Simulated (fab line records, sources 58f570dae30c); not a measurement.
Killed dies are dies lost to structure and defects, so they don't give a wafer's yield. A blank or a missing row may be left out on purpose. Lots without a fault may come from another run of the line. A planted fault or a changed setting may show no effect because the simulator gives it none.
Which tool did it? | flow berkeley_cmos170 | 14 lots, 42 wafers sampled, at 4 steps of a route of 331

WHAT THE GAUGES READ, wafer by wafer
UCB170_NWELL_THK_MEAS_02.
lot  | measured    | on            | NWELL_OXIDE_THK (nm)
L219 | day 2 04:13 | film_metro-02 | 25.9 26.3 25.8
L220 | day 2 08:13 | film_metro-02 | 26.6 26.7 26.5
L221 | day 2 14:23 | film_metro-01 | 25.5 25.9 25.5
L223 | day 2 22:03 | film_metro-01 | 26.0 25.8 25.5
L225 | day 3 06:15 | film_metro-01 | 25.4 25.8 25.3
L226 | day 3 14:32 | film_metro-01 | 26.4 26.5 26.4
L227 | day 3 14:33 | film_metro-03 | 26.1 26.1 26.3
L228 | day 4 00:25 | film_metro-03 | 25.3 25.6 25.4
L232 | day 4 21:17 | film_metro-02 | 26.2 26.6 26.7
L233 | day 5 01:11 | film_metro-01 | 26.2 26.5 26.2
L235 | day 5 05:49 | film_metro-01 | 25.8 25.3 25.6
L237 | day 5 17:56 | film_metro-02 | 25.9 25.8 26.4
L240 | day 6 05:37 | film_metro-02 | 25.4 25.4 25.7
L241 | day 6 10:50 | film_metro-02 | 25.9 26.1 25.6

UCB170_NWELL_TW_MEAS_16.
lot  | measured    | on            | NWELL_TW
L219 | day 2 14:36 | film_metro-03 | 1262 1263 1265
L220 | day 2 18:50 | film_metro-01 | 1248 1256 1252
L221 | day 2 23:47 | film_metro-03 | 1260 1263 1260
L223 | day 3 06:59 | film_metro-01 | 1257 1245 1257
L225 | day 3 15:44 | film_metro-02 | 1260 1258 1260
L226 | day 3 22:03 | film_metro-01 | 1257 1257 1260
L227 | day 3 21:50 | film_metro-03 | 1301 1298 1294
L228 | day 4 09:06 | film_metro-03 | 1303 1294 1306
L232 | day 5 03:53 | film_metro-02 | 1248 1246 1254
L233 | day 5 09:32 | film_metro-02 | 1250 1256 1257
L235 | day 5 13:00 | film_metro-02 | 1252 1249 1260
L237 | day 6 01:14 | film_metro-02 | 1247 1252 1248
L240 | day 6 11:43 | film_metro-02 | 1255 1254 1250
L241 | day 6 18:16 | film_metro-02 | 1249 1253 1255

UCB170_ACTIVE_THK_MEAS_03.
lot  | measured    | on            | ACTIVE_OXIDE_THK (nm)
L219 | day 4 18:21 | film_metro-02 | 25.7 26.0 25.7
L220 | day 4 18:24 | film_metro-02 | 26.1 25.9 26.2
L221 | day 4 18:25 | film_metro-04 | 26.6 26.5 26.7
L223 | day 4 22:38 | film_metro-04 | 25.7 25.4 25.9
L225 | day 5 11:34 | film_metro-02 | 25.7 26.0 25.8
L226 | day 5 18:31 | film_metro-04 | 26.5 26.7 26.9
L227 | day 5 11:31 | film_metro-02 | 25.6 25.6 25.6
L228 | day 6 00:55 | film_metro-04 | 26.6 26.5 26.8
L232 | day 7 04:40 | film_metro-02 | 26.5 26.1 26.4
L233 | day 7 04:43 | film_metro-02 | 25.9 26.3 26.5
L235 | day 7 04:44 | film_metro-04 | 26.1 26.2 26.0
L237 | day 8 00:32 | film_metro-03 | 26.4 26.1 25.7
L240 | day 8 00:31 | film_metro-04 | 26.7 26.8 27.1
L241 | day 8 00:28 | film_metro-03 | 25.7 26.3 26.0

WHICH TOOL RAN EACH LOT (tool, then ch and the chambers of the sampled wafers, then the start)
lot  | UCB170_NWELL_IMPLANT_14
L219 | implanter-02 ch 0, day 2 14:22
L220 | implanter-04 ch 0, day 2 18:35
L221 | implanter-01 ch 0, day 2 23:34
L223 | implanter-02 ch 0, day 3 06:44
L225 | implanter-02 ch 0, day 3 15:30
L226 | implanter-04 ch 0, day 3 21:48
L227 | implanter-02 ch 0, day 3 21:37
L228 | implanter-02 ch 0, day 4 08:53
L232 | implanter-01 ch 0, day 5 03:38
L233 | implanter-01 ch 0, day 5 09:17
L235 | implanter-01 ch 0, day 5 12:46
L237 | implanter-04 ch 0, day 6 01:01
L240 | implanter-04 ch 0, day 6 11:29
L241 | implanter-04 ch 0, day 6 17:59
- UCB170_NWELL_IMPLANT_14

WHAT THE TOOLS THEMSELVES READ (means of the sampled wafers that have a number; where no wafer has one, the mark that the record gives instead)
UCB170_NWELL_IMPLANT_14.
lot  | tool         | beam_energy_keV | dose_ions_cm2 | faraday_current_uA
L219 | implanter-02 | 149.99          | 1.0009e+13    | 31.7
L220 | implanter-04 | 150.01          | 1.0003e+13    | 31.6
L221 | implanter-01 | 150.00          | 1.0004e+13    | 31.9
L223 | implanter-02 | 149.97          | 1.0006e+13    | 31.7
L225 | implanter-02 | 149.99          | 1.0004e+13    | 31.5
L226 | implanter-04 | 150.01          | 9.9927e+12    | 31.7
L227 | implanter-02 | 150.04          | 1.1003e+13    | 35.4
L228 | implanter-02 | 149.95          | 1.1015e+13    | 34.0
L232 | implanter-01 | 149.96          | 1.0006e+13    | 32.4
L233 | implanter-01 | 149.95          | 1.0006e+13    | 31.5
L235 | implanter-01 | 149.98          | 9.9947e+12    | 31.2
L237 | implanter-04 | 150.05          | 1.0012e+13    | 31.9
L240 | implanter-04 | 150.05          | 1.0011e+13    | 31.8
L241 | implanter-04 | 150.04          | 9.9997e+12    | 32.2

THE ANSWER, worked out from the rows above alone
Rule: what is usual is taken from the lots themselves. Put in order of their means at a reading, lots are off if they are a third of the lots or fewer, leave a main group of 4 or more, and stand apart from it by a gap of 3 or more times the standard deviation of the main group's means; of several such gaps the widest counts. A main group whose means are all the same, to the digits that the tables above print for the reading, isn't used. A lot without any number at a reading at which 4 lots or more have one is off too. The other lots that the step has rows for count as sound. The gauges are gone through in route order, then the tools' own readings, and for those a lot's mean is taken as printed above. The first step at which some lot is off is used, and at that step the reading that is off furthest; a lot without a number counts as furthest.
Off: L227, L228, at UCB170_NWELL_TW_MEAS_16 (NWELL_TW). The main group: mean 1255, standard deviation 4.4.
A tool fits if, at a process step before that reading, it ran every lot that is off, and no sound lot after the first of them. The gauges at UCB170_NWELL_TW_MEAS_16 aren't tried: what is off there is off at UCB170_NWELL_IMPLANT_14 too, on other tools, and a gauge's error can't cause that. One fits: implanter-02 at UCB170_NWELL_IMPLANT_14. Its last sound lot is L225 (day 3 15:30), its first lot that is off L227 (day 3 21:37): a fault that began between those two fits.
The tool's own readings at UCB170_NWELL_IMPLANT_14 bear it out: on the lots that are off they differ by more than 5 times the standard deviation of the sound lots' means. dose_ions_cm2 reads 1.1009e+13 there against 1.0004e+13 on the sound lots; faraday_current_uA reads 34.7 there against 31.8 on the sound lots.

WHAT THE SIMULATOR HAD PUT IN
Process parameter drift: implanter-02, from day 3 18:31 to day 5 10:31, at UCB170_NWELL_IMPLANT_14. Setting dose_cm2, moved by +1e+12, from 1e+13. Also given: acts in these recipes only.
Lots struck among those shown: L227, L228. The rule above found the same.
